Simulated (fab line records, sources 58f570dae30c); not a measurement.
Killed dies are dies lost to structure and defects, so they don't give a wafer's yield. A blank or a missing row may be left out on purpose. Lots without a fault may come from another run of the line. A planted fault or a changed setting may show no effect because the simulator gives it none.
fab line records | flow berkeley_cmos170
record lots=5 wafers=23
route steps=331 shown CONTACT@228 V1@268 M2@272 V2@294 M3@319
start_h: hours from the record's first day to the start of the lot's first wafer shown | wait_h: hours since the lot's step before | " the same as in the row above | L1.1+2: a row that stands for several wafers | - no value, or no start given | * or withheld: withheld | < > ~ a bound
route shown NAME@n: a module of which the file shows steps, and the number in the route of the first | usual: mean/standard deviation of fault-free wafers | same: alike in all rows | chamber/n: place in a boat | sites: the reading at each site | _std_site: their standard deviation | _edge_site: outer sites' mean less inner sites' | radius_mm: how far each site lies from the wafer's centre | mask NAME#n: copy n | behind: the tool/chamber that last shaped the wafer | hold: why the lot was held/for how many hours/how that ended | device: the transistor (n, p or np) that didn't switch | end of line: the same wafers' tests at the end of the route | a step without rows: its recipe alone | killed: dies lost to structure and defects at the first sort, not the wafer's yield | map: a wafer's dies, x killed, . not, _ none there
set.NAME: the setting as run; set.NAME@STEP: as run at that earlier step | model.NAME: the simulator's own value behind a step, which no gauge read
lots whose settings were changed on purpose; a table a step, a row a wafer
## steps
# step UCB170_CONTACT_EXPOSE_12
# recipe mask_id=CONT target_cd_nm=700 na=0.5 sigma_outer=0.6 source_shape=conventional dose_mj=35
# columns lot.wafer tool chamber start_h wait_h mask set.dose_mj
L074.1+5+6 krf_scanner-02 0 174.57 - CONT#0 35
L076.1+3+5 krf_scanner-02 0 176.45 - CONT#0 33.38
L076.4+6 " 0 " " CONT#0 35
L079.2+3+4+5+6 krf_scanner-01 0 176.73 - CONT#0 35
L080.1+3 krf_scanner-01 0 202.05 - CONT#0 35
L080.2+4+6 " 0 " " CONT#0 36.68
L083.1+5 krf_scanner-01 0 211.11 - CONT#0 33.84
L083.2+3+4 " 0 " " CONT#0 35
# step UCB170_CONTACT_PEB_13
# recipe peb_temp_c=130 peb_time_s=withheld resist=KrF
# step UCB170_CONTACT_DEVELOP_14
# recipe developer=TMAH develop_time_s=45 resist=KrF dev_temp_c=21
# step UCB170_CONTACT_CD_MEAS_15
# recipe target_cd_nm=700
# usual cd_nm=700.4/1.4
# columns lot.wafer tool chamber start_h wait_h set.dose_mj@CONTACT_EXPOSE_12 cd_nm
L074.1 cd_sem-02 - 175.40 - 35 700.1
L074.5 " - " " 35 701.4
L074.6 " - " " 35 702.1
L076.1 cd_sem-01 - 177.02 - 33.38 689.9
L076.3 " - " " 33.38 691.3
L076.4 " - " " 35 698.2
L076.5 " - " " 33.38 690.4
L076.6 " - " " 35 699.0
L079.2 cd_sem-01 - 177.16 - 35 701.7
L079.3 " - " " 35 702.5
L079.4 " - " " 35 701.3
L079.5 " - " " 35 701.6
L079.6 " - " " 35 702.7
L080.1 cd_sem-02 - 202.47 - 35 700.7
L080.2 " - " " 36.68 707.3
L080.3 " - " " 35 700.1
L080.4 " - " " 36.68 707.5
L080.6 " - " " 36.68 707.9
L083.1 cd_sem-01 - 211.50 - 33.84 693.8
L083.2 " - " " 35 699.1
L083.3 " - " " 35 698.7
L083.4 " - " " 35 698.9
L083.5 " - " " 33.84 692.4
# step UCB170_CONTACT_ETCH_17
# recipe chemistry=N2/H2 target_depth_a=withheld overetch_a=withheld target=BARC time_s=withheld source_w=500 bias_w=100 pressure_mtorr=30 n2_flow_sccm=100 h2_flow_sccm=200
# columns lot.wafer tool chamber start_h wait_h set.dose_mj@CONTACT_EXPOSE_12 model.CONTACT.cd_nm
L074.1 rie_diel-04 2 175.56 0.0 35 700.9
L074.5 " 1 " " 35 701.9
L074.6 " 0 " " 35 702.1
L076.1 rie_diel-02 2 177.17 0.0 33.38 690.7
L076.3 " 1 " " 33.38 690.9
L076.4 " 3 " " 35 698.1
L076.5 " 2 " " 33.38 690.6
L076.6 " 1 " " 35 698.6
L079.2 rie_diel-03 1 177.29 0.0 35 701.7
L079.3 " 0 " " 35 703
L079.4 " 0 " " 35 702.3
L079.5 " 3 " " 35 701.4
L079.6 " 1 " " 35 702.8
L080.1 rie_diel-02 0 202.63 0.0 35 701.1
L080.2 " 2 " " 36.68 707.1
L080.3 " 3 " " 35 701
L080.4 " 1 " " 36.68 707.9
L080.6 " 1 " " 36.68 707.8
L083.1 rie_diel-02 0 211.66 0.0 33.84 693.8
L083.2 " 2 " " 35 699.6
L083.3 " 3 " " 35 699.5
L083.4 " 1 " " 35 698.7
L083.5 " 3 " " 33.84 693
# step UCB170_CONTACT_ETCH_18
# recipe chemistry=CHF3/CF4/Ar target=PSG stop_on=TiSi2 CHF3_flow_sccm=45 cf4_flow_sccm=15 Ar_flow_sccm=150 pressure_mtorr=200 rf_w=700 target_depth_a=8400 over_etch_frac=0.2 time_s=195
# columns lot.wafer tool chamber start_h wait_h set.time_s model.KrF_of_CONTACT_COAT_10.thk_nm
L074.1 rie_diel-04 2 - - 195 691.8
L074.5 " 1 " " 195 690.8
L074.6 " 0 " " 195 692.8
L076.1 rie_diel-02 2 - - 195 692.7
L076.3 " 1 " " 195 696.8
L076.4 " 3 " " 195 691.6
L076.5 " 2 " " 222.4 667.9
L076.6 " 1 " " 222.4 669.5
L079.2 rie_diel-03 1 - - 202.6 685.2
L079.3 " 0 " " 195 693.2
L079.4 " 0 " " 195 691.9
L079.5 " 3 " " 202.6 688.4
L079.6 " 1 " " 202.6 682.7
L080.1 rie_diel-02 0 - - 168.5 715.9
L080.2 " 2 " " 195 689.3
L080.3 " 3 " " 195 686.5
L080.4 " 1 " " 195 692
L080.6 " 1 " " 168.5 720.1
L083.1 rie_diel-02 0 - - 195 691.1
L083.2 " 2 " " 195 690.1
L083.3 " 3 " " 195 685.2
L083.4 " 1 " " 195 695.9
L083.5 " 3 " " 195 690.2
# step UCB170_CONTACT_STRIP_19
# recipe chemistry=O2 power_w=400 pressure_mtorr=3500 platen_temp_c=withheld o2_flow_sccm=400 overash_fraction=0.5
# step UCB170_CONTACT_CD_MEAS_90
# recipe target_cd_nm=700
# usual cd_nm=700.7/1.6
# columns lot.wafer tool chamber start_h wait_h set.dose_mj@CONTACT_EXPOSE_12 cd_nm
L074.1 cd_sem-01 - 175.82 0.1 35 701.0
L074.5 " - " " 35 701.4
L074.6 " - " " 35 702.3
L076.1 cd_sem-02 - 177.48 0.1 33.38 691.2
L076.3 " - " " 33.38 690.7
L076.4 " - " " 35 698.4
L076.5 " - " " 33.38 691.6
L076.6 " - " " 35 699.6
L079.2 cd_sem-01 - 177.64 0.1 35 702.0
L079.3 " - " " 35 703.0
L079.4 " - " " 35 702.3
L079.5 " - " " 35 701.7
L079.6 " - " " 35 702.9
L080.1 cd_sem-02 - 202.90 0.1 35 700.2
L080.2 " - " " 36.68 707.2
L080.3 " - " " 35 701.4
L080.4 " - " " 36.68 708.1
L080.6 " - " " 36.68 707.3
L083.1 cd_sem-02 - 211.93 0.1 33.84 692.8
L083.2 " - " " 35 699.7
L083.3 " - " " 35 699.5
L083.4 " - " " 35 698.6
L083.5 " - " " 33.84 692.8
# step UCB170_V1_ETCH_14
# recipe chemistry=CHF3/CF4/Ar target=SiO2 stop_on=Al CHF3_flow_sccm=45 cf4_flow_sccm=15 Ar_flow_sccm=150 pressure_mtorr=200 rf_w=700 target_depth_a=12500 over_etch_frac=0.25 time_s=291
# usual oes_product_au=0.866/0.0099
# columns lot.wafer tool chamber start_h wait_h set.time_s oes_product_au model.KrF_of_V1_COAT_07.thk_nm
L074.1 rie_diel-01 0 181.95 0.0 291 0.853 604.1
L074.5 " 2 " " 291 0.860 607.5
L074.6 " 3 " " 291 0.868 605.7
L076.1 rie_diel-04 2 183.96 0.0 291 0.864 610
L076.3 " 1 " " 248.7 0.959 644.4
L076.4 " 0 " " 248.7 0.931 646.6
L076.5 " 1 " " 291 0.875 605.6
L076.6 " 2 " " 248.7 0.944 647.4
L079.2 rie_diel-02 3 184.40 0.0 291 0.870 612.2
L079.3 " 0 " " 291 0.859 613.3
L079.4 " 1 " " 291 0.888 613.9
L079.5 " 0 " " 291 0.861 612.4
L079.6 " 3 " " 291 0.866 609.8
L080.1 rie_diel-02 2 208.42 0.0 291 0.868 615.4
L080.2 " 0 " " 270.8 0.895 637.1
L080.3 " 1 " " 270.8 0.918 634.8
L080.4 " 3 " " 291 0.865 611.8
L080.6 " 0 " " 270.8 0.892 634.3
L083.1 rie_diel-02 1 217.69 0.0 291 0.885 612
L083.2 " 3 " " 266.6 0.920 628.7
L083.3 " 2 " " 266.6 0.909 631.9
L083.4 " 0 " " 291 0.859 610.6
L083.5 " 3 " " 291 0.867 606.6
# step UCB170_V1_STRIP_15
# recipe chemistry=O2 power_w=400 pressure_mtorr=3500 platen_temp_c=withheld o2_flow_sccm=400 overash_fraction=0.5
# usual strip_time_to_endpoint_s=15.33/0.09
# columns lot.wafer tool chamber start_h wait_h set.time_s@V1_ETCH_14 strip_time_to_endpoint_s
L074.1 plasma_asher-03 1 182.12 0.1 291 15.17
L074.5 " 0 " " 291 15.25
L074.6 " 1 " " 291 15.22
L076.1 plasma_asher-03 0 184.14 0.1 291 15.30
L076.3 " 1 " " 248.7 16.05
L076.4 " 0 " " 248.7 16.11
L076.5 " 0 " " 291 15.21
L076.6 " 1 " " 248.7 16.13
L079.2 plasma_asher-01 1 184.58 0.1 291 15.36
L079.3 " 0 " " 291 15.39
L079.4 " 1 " " 291 15.39
L079.5 " 0 " " 291 15.35
L079.6 " 1 " " 291 15.31
L080.1 plasma_asher-04 0 208.59 0.1 291 15.44
L080.2 " 1 " " 270.8 15.88
L080.3 " 1 " " 270.8 15.82
L080.4 " 0 " " 291 15.34
L080.6 " 1 " " 270.8 15.87
L083.1 plasma_asher-03 1 217.87 0.1 291 15.35
L083.2 " 0 " " 266.6 15.75
L083.3 " 1 " " 266.6 15.84
L083.4 " 0 " " 291 15.32
L083.5 " 0 " " 291 15.21
# step UCB170_M2_SPUTTER_01
# recipe material=Al target_thk_nm=900 time_s=120 power_w=6000 chamber_pressure_pa=0.5
# columns lot.wafer tool chamber start_h wait_h set.time_s model.Al_of_M2_SPUTTER_01.thk_nm
L074.1 pvd_sputter-02 - 182.41 0.0 120 890.8
L074.5 " - " " 120 887.6
L074.6 " - " " 120 890.9
L076.1 pvd_sputter-02 - 184.43 0.0 120 906.1
L076.3 " - " " 114.2 861.9
L076.4 " - " " 120 898.9
L076.5 " - " " 114.2 860.1
L076.6 " - " " 114.2 857.6
L079.2 pvd_sputter-03 - 184.87 0.0 126.5 960.1
L079.3 " - " " 126.5 962.5
L079.4 " - " " 120 916.2
L079.5 " - " " 120 914.4
L079.6 " - " " 126.5 972.3
L080.1 pvd_sputter-01 - 208.89 0.0 120 902.3
L080.2 " - " " 120 899.1
L080.3 " - " " 120 898.4
L080.4 " - " " 120 895.9
L080.6 " - " " 120 897.1
L083.1 pvd_sputter-02 - 218.16 0.0 120 900
L083.2 " - " " 120 903.1
L083.3 " - " " 110.9 832.2
L083.4 " - " " 110.9 835.8
L083.5 " - " " 120 897.7
# step UCB170_M2_RS_MEAS_02
# recipe thk_meas_gauge=four-point-probe reads=Al_of_M2_SPUTTER_01
# usual M2_AL_RS=0.03206/0.00028
# columns lot.wafer tool chamber start_h wait_h set.time_s@M2_SPUTTER_01 M2_AL_RS[ohm/sq]
L074.1 film_metro-01 - 182.49 0.0 120 0.03255
L074.5 " - " " 120 0.03261
L074.6 " - " " 120 0.03247
L076.1 film_metro-01 - 184.51 0.0 120 0.0319
L076.3 " - " " 114.2 0.03361
L076.4 " - " " 120 0.0322
L076.5 " - " " 114.2 0.03363
L076.6 " - " " 114.2 0.03371
L079.2 film_metro-04 - 184.97 0.1 126.5 0.03007
L079.3 " - " " 126.5 0.03005
L079.4 " - " " 120 0.03157
L079.5 " - " " 120 0.03158
L079.6 " - " " 126.5 0.02973
L080.1 film_metro-04 - 208.98 0.0 120 0.03205
L080.2 " - " " 120 0.03222
L080.3 " - " " 120 0.03219
L080.4 " - " " 120 0.03229
L080.6 " - " " 120 0.03229
L083.1 film_metro-01 - 218.26 0.0 120 0.03211
L083.2 " - " " 120 0.03203
L083.3 " - " " 110.9 0.03476
L083.4 " - " " 110.9 0.03462
L083.5 " - " " 120 0.03223
# step UCB170_M2_THK_MEAS_03
# recipe thk_meas_gauge=xrf reads=Al_of_M2_SPUTTER_01
# usual M2_AL_THK=890/11
# columns lot.wafer tool chamber start_h wait_h set.time_s@M2_SPUTTER_01 M2_AL_THK[nm]
L074.1 film_metro-01 - 182.61 0.1 120 871
L074.5 " - " " 120 874
L074.6 " - " " 120 876
L076.1 film_metro-01 - 184.63 0.1 120 892
L076.3 " - " " 114.2 840
L076.4 " - " " 120 883
L076.5 " - " " 114.2 841
L076.6 " - " " 114.2 842
L079.2 film_metro-04 - 185.08 0.1 126.5 957
L079.3 " - " " 126.5 960
L079.4 " - " " 120 917
L079.5 " - " " 120 907
L079.6 " - " " 126.5 966
L080.1 film_metro-04 - 209.10 0.1 120 893
L080.2 " - " " 120 887
L080.3 " - " " 120 892
L080.4 " - " " 120 879
L080.6 " - " " 120 881
L083.1 film_metro-01 - 218.38 0.1 120 879
L083.2 " - " " 120 885
L083.3 " - " " 110.9 813
L083.4 " - " " 110.9 820
L083.5 " - " " 120 878
# step UCB170_V2_CMP_02
# recipe material=SiO2 down_force_psi=6 platen_rpm=60 pad_velocity_m_s=0.75398
# columns lot.wafer tool chamber start_h wait_h set.leave_above_ref_nm model.SiO2_of_V2_CVD_00.thk_nm
L074.1+5 cmp-02 1,0 185.67 0.1 1000 1001
L074.6 " 1 " " 1000 1002
L076.3 cmp-01 3 187.97 0.0 1000 998.4
L076.4 " 0 " " 967.5 966.6
L076.1 " 2 " " 1000 1000
L076.5 " 3 " " 967.5 966.5
L076.6 " 0 " " 1000 998.9
L079.3 cmp-01 2 188.35 0.0 1000 998.3
L079.2 " 3 " " 1000 998.6
L079.4 " 0 " " 1000 998.8
L079.5 " 2 " " 1000 997.4
L079.6 " 3 " " 1000 998.7
L080.2+3+1+4+6 cmp-01 2,3,0,1,2 211.55 0.0 1000 1001
L083.1+2+3 cmp-01 3,0,2 220.86 0.1 1044 1045
L083.4+5 " 1,3 " " 1000 1001
# step UCB170_V2_THK_MEAS_04
# recipe reads=SiO2_of_V2_CVD_00
# usual V2_POLISHED_THK=1000.3/1.1
# columns lot.wafer tool chamber start_h wait_h set.leave_above_ref_nm@V2_CMP_02 V2_POLISHED_THK[nm]
L074.1 film_metro-01 - 186.04 0.1 1000 1000.9
L074.5 " - " " 1000 1001.3
L074.6 " - " " 1000 1002.3
L076.1 film_metro-02 - 188.39 0.1 1000 999.9
L076.3 " - " " 1000 998.0
L076.4 " - " " 967.5 966.4
L076.5 " - " " 967.5 967.6
L076.6 " - " " 1000 998.3
L079.2 film_metro-01 - 188.78 0.1 1000 998.9
L079.3 " - " " 1000 998.6
L079.4 " - " " 1000 998.5
L079.5 " - " " 1000 996.9
L079.6 " - " " 1000 998.7
L080.1 film_metro-01 - 211.97 0.1 1000 1002.3
L080.2 " - " " 1000 1001.7
L080.3 " - " " 1000 1001.1
L080.4 " - " " 1000 1000.5
L080.6 " - " " 1000 1000.7
L083.1 film_metro-03 - 221.28 0.1 1044 1046.1
L083.2 " - " " 1044 1045.5
L083.3 " - " " 1044 1044.1
L083.4 " - " " 1000 1000.6
L083.5 " - " " 1000 1000.1
# step UCB170_V2_ETCH_14
# recipe chemistry=CHF3/CF4/Ar target=SiO2 stop_on=Al CHF3_flow_sccm=45 cf4_flow_sccm=15 Ar_flow_sccm=150 pressure_mtorr=200 rf_w=700 target_depth_a=12500 over_etch_frac=0.25 time_s=291
# columns lot.wafer tool chamber start_h wait_h set.time_s set.leave_above_ref_nm@V2_CMP_02 model.KrF_of_V2_COAT_07.thk_nm model.V2.feature_depth_nm
L074.1 rie_diel-04 0 187.57 0.0 291 1000 615.9 1001
L074.5 " 3 " " 291 1000 609.5 1001
L074.6 " 2 " " 291 1000 618.6 1002
L076.1 rie_diel-04 0 190.43 0.0 291 1000 612.1 1000
L076.3 " 1 " " 269.3 1000 627.9 998.4
L076.4 " 0 " " 291 967.5 610.5 966.8
L076.5 " 2 " " 291 967.5 611 966.5
L076.6 " 1 " " 269.3 1000 628.8 998.9
L079.2 rie_diel-03 2 190.71 0.0 291 1000 607.9 998.6
L079.3 " 1 " " 291 1000 608.9 998.4
L079.4 " 0 " " 291 1000 610.5 999
L079.5 " 1 " " 291 1000 609.5 997.5
L079.6 " 2 " " 291 1000 607.1 998.7
L080.1 rie_diel-02 3 213.68 0.0 327.7 1000 575.3 1005
L080.2 " 1 " " 327.7 1000 578.8 1005
L080.3 " 0 " " 327.7 1000 576.1 1005
L080.4 " 2 " " 291 1000 606.5 1001
L080.6 " 0 " " 291 1000 614.4 1001
L083.1 rie_diel-02 1 222.53 0.0 310.5 1044 594 1047
L083.2 " 2 " " 291 1044 612.1 1045
L083.3 " 0 " " 291 1044 613 1045
L083.4 " 3 " " 310.5 1000 591.6 1003
L083.5 " 1 " " 291 1000 614.6 1001
# step UCB170_V2_STRIP_15
# recipe chemistry=O2 power_w=400 pressure_mtorr=3500 platen_temp_c=withheld o2_flow_sccm=400 overash_fraction=0.5
# usual strip_time_to_endpoint_s=15.35/0.076
# columns lot.wafer tool chamber start_h wait_h set.time_s@V2_ETCH_14 strip_time_to_endpoint_s
L074.1 plasma_asher-03 1 187.75 0.1 291 15.45
L074.5 " 0 " " 291 15.30
L074.6 " 1 " " 291 15.51
L076.1 plasma_asher-02 1 190.61 0.1 291 15.35
L076.3 " 0 " " 269.3 15.72
L076.4 " 1 " " 291 15.32
L076.5 " 0 " " 291 15.32
L076.6 " 1 " " 269.3 15.76
L079.2 plasma_asher-04 0 190.89 0.1 291 15.26
L079.3 " 0 " " 291 15.27
L079.4 " 1 " " 291 15.33
L079.5 " 1 " " 291 15.29
L079.6 " 0 " " 291 15.24
L080.1 plasma_asher-03 0 213.85 0.1 327.7 14.49
L080.2 " 1 " " 327.7 14.58
L080.3 " 0 " " 327.7 14.51
L080.4 " 1 " " 291 15.23
L080.6 " 0 " " 291 15.41
L083.1 plasma_asher-04 1 222.71 0.1 310.5 14.95
L083.2 " 0 " " 291 15.35
L083.3 " 0 " " 291 15.38
L083.4 " 1 " " 310.5 14.86
L083.5 " 0 " " 291 15.42
# step UCB170_M3_COAT_10
# recipe resist=KrF spin_rpm=1500 resist_thk_nm=900
# columns lot.wafer tool chamber start_h wait_h set.resist_thk_nm model.KrF_of_M3_COAT_10.thk_nm
L074.1 litho_track-02 0 - - 900 898.6
L074.5 " 0 " " 900 896.1
L074.6 " 0 " " 900 896
L076.1 litho_track-02 0 - - 900 903
L076.3 " 0 " " 900 902.3
L076.4 " 0 " " 900 903.8
L076.5 " 0 " " 851.1 854.4
L076.6 " 0 " " 851.1 852.6
L079.2 litho_track-02 0 - - 863.6 861
L079.3 " 0 " " 863.6 861.8
L079.4 " 0 " " 900 897.4
L079.5 " 0 " " 900 898
L079.6 " 0 " " 900 896.6
L080.1 litho_track-01 0 - - 900 898.2
L080.2 " 0 " " 900 897.7
L080.3 " 0 " " 900 899.4
L080.4 " 0 " " 900 901
L080.6 " 0 " " 900 900.3
L083.1 litho_track-01 0 - - 922.3 919.6
L083.2 " 0 " " 922.3 918.3
L083.3 " 0 " " 900 893.9
L083.4 " 0 " " 922.3 920.5
L083.5 " 0 " " 900 894.2
## key
split step=UCB170_CONTACT_EXPOSE_12 setting=dose_mj stated=35 by=wafer
response step=UCB170_CONTACT_CD_MEAS_15 reading=cd_nm change=+1.64 per=1% r=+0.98
response step=UCB170_CONTACT_ETCH_17 reading=model.CONTACT.cd_nm change=+1.55 per=1% r=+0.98
response step=UCB170_CONTACT_CD_MEAS_90 reading=cd_nm change=+1.63 per=1% r=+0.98
split step=UCB170_CONTACT_ETCH_18 setting=time_s stated=195 by=wafer
response step=UCB170_CONTACT_ETCH_18 reading=model.KrF_of_CONTACT_COAT_10.thk_nm change=-1.94 per=1% r=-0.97
split step=UCB170_V1_ETCH_14 setting=time_s stated=291 by=wafer
response step=UCB170_V1_ETCH_14 reading=oes_product_au change=-0.00518 per=1% r=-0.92
response step=UCB170_V1_ETCH_14 reading=model.KrF_of_V1_COAT_07.thk_nm change=-2.67 per=1% r=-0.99
response step=UCB170_V1_STRIP_15 reading=strip_time_to_endpoint_s change=* per=1% r=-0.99
split step=UCB170_M2_SPUTTER_01 setting=time_s stated=120 by=wafer
response step=UCB170_M2_SPUTTER_01 reading=model.Al_of_M2_SPUTTER_01.thk_nm change=+8.87 per=1% r=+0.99
response step=UCB170_M2_RS_MEAS_02 reading=M2_AL_RS change=-0.000327 per=1% r=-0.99
response step=UCB170_M2_THK_MEAS_03 reading=M2_AL_THK change=+8.89 per=1% r=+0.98
split step=UCB170_V2_CMP_02 setting=leave_above_ref_nm stated=1000 by=wafer
response step=UCB170_V2_CMP_02 reading=model.SiO2_of_V2_CVD_00.thk_nm change=+10.1 per=1% r=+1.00
response step=UCB170_V2_THK_MEAS_04 reading=V2_POLISHED_THK change=+10 per=1% r=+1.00
response step=UCB170_V2_ETCH_14 reading=model.V2.feature_depth_nm change=+10 per=1% r=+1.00
split step=UCB170_V2_ETCH_14 setting=time_s stated=291 by=wafer
response step=UCB170_V2_ETCH_14 reading=model.KrF_of_V2_COAT_07.thk_nm change=-2.66 per=1% r=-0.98
response step=UCB170_V2_STRIP_15 reading=strip_time_to_endpoint_s change=* per=1% r=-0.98
split step=UCB170_M3_COAT_10 setting=resist_thk_nm stated=900 by=wafer
response step=UCB170_M3_COAT_10 reading=model.KrF_of_M3_COAT_10.thk_nm change=+9.18 per=1% r=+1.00
